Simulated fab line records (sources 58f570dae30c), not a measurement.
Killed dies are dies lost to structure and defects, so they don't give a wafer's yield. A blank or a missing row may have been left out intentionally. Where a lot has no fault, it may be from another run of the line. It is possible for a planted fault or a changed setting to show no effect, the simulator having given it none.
Which tool did it? -- flow berkeley_cmos170 -- 45 wafers from 15 lots sampled at 5 of the route's 331 steps

## WHAT THE GAUGES SHOWED, per wafer
UCB170_NWELL_THK_MEAS_02. Usual: NWELL_OXIDE_THK gives 26.6 nm (standard deviation 0.5).
lot,measured,on,NWELL_OXIDE_THK (nm),flag
L766,day 2 00:32,film_metro-01,26.3 26.2 26.5,
L767,day 2 11:53,film_metro-02,26.7 26.6 27.3,
L768,day 2 11:53,film_metro-03,26.6 26.3 26.2,
L770,day 2 23:55,film_metro-01,27.5 27.5 27.8,
L771,day 3 05:17,film_metro-01,26.6 26.7 26.9,
L776,day 4 13:01,film_metro-02,26.3 26.2 26.1,
L777,day 4 13:01,film_metro-03,25.8 26.2 26.3,
L778,day 4 17:51,film_metro-03,27.4 27.4 27.2,
L780,day 5 04:19,film_metro-01,26.2 26.2 26.8,
L781,day 5 04:19,film_metro-03,26.5 26.5 26.2,
L785,day 6 05:31,film_metro-03,26.7 26.9 26.9,
L786,day 6 10:53,film_metro-03,27.3 27.4 27.4,
L787,day 6 19:43,film_metro-02,26.5 26.0 26.5,
L788,day 6 19:43,film_metro-01,26.0 25.7 26.0,
L789,day 6 19:43,film_metro-03,26.1 26.2 26.3,

UCB170_PWELL_THK_MEAS_03. Usual: PWELL_OXIDE_THK gives 26.7 nm (standard deviation 0.38).
lot,measured,on,PWELL_OXIDE_THK (nm),flag
L766,day 2 18:54,film_metro-01,27.0 27.3 26.6,
L767,day 3 08:26,film_metro-02,27.0 27.2 27.1,
L768,day 3 08:26,film_metro-04,26.3 26.5 25.6,
L770,day 3 20:59,film_metro-01,27.0 27.7 27.6,
L771,day 4 06:20,film_metro-02,26.5 26.7 27.1,
L776,day 5 09:45,film_metro-01,26.5 26.5 26.3,
L777,day 5 09:45,film_metro-02,26.5 26.4 26.2,
L778,day 5 09:47,film_metro-04,26.4 26.7 26.1,
L780,day 6 00:28,film_metro-02,26.9 26.5 26.2,
L781,day 6 00:28,film_metro-04,26.1 26.6 26.4,
L785,day 7 03:03,film_metro-02,26.8 26.2 26.5,
L786,day 7 03:02,film_metro-01,26.8 26.6 26.3,
L787,day 7 17:23,film_metro-04,26.4 26.3 26.4,
L788,day 7 17:23,film_metro-01,27.1 27.0 27.2,
L789,day 7 17:27,film_metro-04,26.7 26.7 26.7,

UCB170_WELLDRIVE_THK_MEAS_02. Usual: WELLDRIVE_OXIDE_THK gives 200 nm (standard deviation 3.9).
lot,measured,on,WELLDRIVE_OXIDE_THK (nm),flag
L766,day 3 16:04,film_metro-03,198 201 199,
L767,day 4 10:25,film_metro-04,200 197 200,
L768,day 4 10:25,film_metro-03,199 204 202,
L770,day 4 22:11,film_metro-03,196 192 197,
L771,day 5 07:10,film_metro-01,202 202 204,
L776,day 6 08:16,film_metro-03,227 228 227,OFF
L777,day 6 08:13,film_metro-03,227 227 224,OFF
L778,day 6 08:13,film_metro-01,219 223 219,OFF
L780,day 7 02:22,film_metro-01,199 201 200,
L781,day 7 02:22,film_metro-04,195 193 194,
L785,day 8 00:16,film_metro-01,192 194 194,
L786,day 8 00:14,film_metro-03,196 199 199,
L787,day 8 17:47,film_metro-04,197 202 198,
L788,day 8 17:47,film_metro-03,193 197 196,
L789,day 8 17:47,film_metro-01,200 202 203,

## TOOL THAT RAN EACH LOT (tool first, then ch and the chambers of the sampled wafers, then the start)
lot,UCB170_ZERO_ETCH_06,UCB170_WELLDRIVE_OXIDATION_01
L766,"rie_diel-02 ch 1,2, day 1 22:53","furnace-02 ch 0, day 3 12:27"
L767,"rie_diel-03 ch 1,2, day 2 05:43","furnace-01 ch 0, day 4 06:55"
L768,"rie_diel-01 ch 0,1,2, day 2 09:02","furnace-01 ch 0, day 4 06:55"
L770,"rie_diel-01 ch 1,2, day 2 19:08","furnace-04 ch 0, day 4 18:41"
L771,"rie_diel-02 ch 0,1,2, day 2 22:32","furnace-01 ch 0, day 5 03:40"
L776,"rie_diel-03 ch 1,2, day 4 06:52","furnace-01 ch 0, day 6 04:43"
L777,"rie_diel-01 ch 0,1,2, day 4 07:18","furnace-01 ch 0, day 6 04:43"
L778,"rie_diel-03 ch 0,2,3, day 4 12:00","furnace-01 ch 0, day 6 04:43"
L780,"rie_diel-03 ch 1,2,3, day 4 20:51","furnace-02 ch 0, day 6 22:52"
L781,"rie_diel-01 ch 0,2,3, day 5 01:39","furnace-02 ch 0, day 6 22:52"
L785,"rie_diel-02 ch 0,1,3, day 5 19:45","furnace-04 ch 0, day 7 20:44"
L786,"rie_diel-03 ch 1,2,3, day 6 04:53","furnace-04 ch 0, day 7 20:44"
L787,"rie_diel-03 ch 1,2,3, day 6 12:08","furnace-04 ch 0, day 8 14:16"
L788,"rie_diel-01 ch 1,2,3, day 6 12:11","furnace-04 ch 0, day 8 14:16"
L789,"rie_diel-01 ch 0,2, day 6 15:32","furnace-04 ch 0, day 8 14:16"
- UCB170_ZERO_ETCH_06: etches SiO2 in CHF3/CF4/Ar, time 12 s.
- UCB170_WELLDRIVE_OXIDATION_01: target thk 199 nm, ox time 9000 s.

## WHAT THE TOOLS THEMSELVES READ (means of the sampled wafers that have a number; where no wafer has one, the mark that the record gives instead)
UCB170_ZERO_ETCH_06. Usual: drypump_motor_current_A 5.6 A, standard deviation 0.42; oes_product_au 0.620 a.u., standard deviation 0.011; throttle_valve_pct 9.25 %, standard deviation 0.14.
lot,tool,drypump_motor_current_A (A),oes_product_au (a.u.),throttle_valve_pct (%),flag
L766,rie_diel-02,5.2,0.623,9.23,
L767,rie_diel-03,5.7,0.623,9.44,
L768,rie_diel-01,5.5,0.617,9.22,
L770,rie_diel-01,5.8,0.612,9.17,
L771,rie_diel-02,5.5,0.627,9.17,
L776,rie_diel-03,5.7,0.627,9.44,
L777,rie_diel-01,5.5,0.615,9.24,
L778,rie_diel-03,6.1,0.612,9.33,
L780,rie_diel-03,5.6,0.618,9.35,
L781,rie_diel-01,5.4,0.628,9.19,
L785,rie_diel-02,5.4,0.618,9.15,
L786,rie_diel-03,5.6,0.616,9.36,
L787,rie_diel-03,5.7,0.621,9.36,
L788,rie_diel-01,5.7,0.620,9.13,
L789,rie_diel-01,5.2,0.625,9.21,

UCB170_WELLDRIVE_OXIDATION_01. Usual: spike_tc_centre_C 1101.2 C, standard deviation 1.3; spike_tc_load_C 1129 C, standard deviation 4.3; spike_tc_source_C 1127.5 C, standard deviation 2; tube_center_temp_C 1100 C, standard deviation 0.11; tube_center_temp_C_max 1102.9, standard deviation 0.47.
lot,tool,spike_tc_centre_C (C),spike_tc_load_C (C),spike_tc_source_C (C),tube_center_temp_C (C),tube_center_temp_C_max,flag
L766,furnace-02,1103.1,1131,1127.5,1100,1102.4,
L767,furnace-01,1101.3,1124,1125.3,1100,1102.6,
L768,furnace-01,1100.8,1124,1126.2,1100,1102.8,
L770,furnace-04,1100.5,1134,1129.9,1100,1103.1,
L771,furnace-01,1101.0,1126,1125.3,1100,1102.8,
L776,furnace-01,1121.2,1145,1146.2,1120,1123.2,OFF
L777,furnace-01,1120.3,1144,1146.6,1120,1122.8,OFF
L778,furnace-01,1120.3,1145,1145.5,1120,1122.9,OFF
L780,furnace-02,1102.0,1132,1127.7,1100,1102.8,
L781,furnace-02,1102.6,1131,1126.9,1100,1103.7,
L785,furnace-04,1102.1,1134,1129.5,1100,1102.9,
L786,furnace-04,1100.4,1133,1129.2,1100,1102.6,
L787,furnace-04,1101.3,1134,1130.0,1100,1103.1,
L788,furnace-04,1100.9,1134,1127.7,1100,1102.6,
L789,furnace-04,1102.1,1133,1129.0,1100,1102.7,

## THE ANSWER, worked out from the rows above alone
Rule: take the mean of a lot's wafers that have a number; if it is more than 3 standard deviations from the usual mean, the lot is off. A lot without any number at a reading at which 4 lots or more have one is off too. All remaining lots with rows at the step are treated as sound. Order of review: gauges by route order, followed by the tools' own readings, for which a lot's mean as printed above is used. At the first step where some lot is off, the reading lying furthest off is the one used; lots without a number count as furthest.
Off: L776, L777, L778, at UCB170_WELLDRIVE_THK_MEAS_02 (WELLDRIVE_OXIDE_THK).
If a tool, at a process step before that reading, ran all the lots that are off and no sound lot after the first of them, it fits. The gauges at UCB170_WELLDRIVE_THK_MEAS_02 aren't tried: what is off there is off at UCB170_WELLDRIVE_OXIDATION_01 too, on other tools, and a gauge's error can't cause that. One fits: furnace-01 at UCB170_WELLDRIVE_OXIDATION_01. A fault onset in the window from L771 (day 5 03:40, its last sound lot) to L776 (day 6 04:43, its first lot off) fits.
The tool's own readings at UCB170_WELLDRIVE_OXIDATION_01 bear it out: on the lots that are off they differ by more than 5 times the standard deviation of the sound lots' means. spike_tc_centre_C reads 1120.6 C there against 1101.5 C on the sound lots; spike_tc_source_C reads 1146.1 C there against 1127.8 C on the sound lots; tube_center_temp_C reads 1120 C there against 1100 C on the sound lots; tube_center_temp_C_max reads 1123.0 there against 1102.8 on the sound lots.

## WHAT THE SIMULATOR HAD INSERTED
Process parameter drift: furnace-01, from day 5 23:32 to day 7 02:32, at UCB170_WELLDRIVE_OXIDATION_01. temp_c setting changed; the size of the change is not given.
Lots struck among those shown: L776, L777, L778. The rule above reached the same finding.
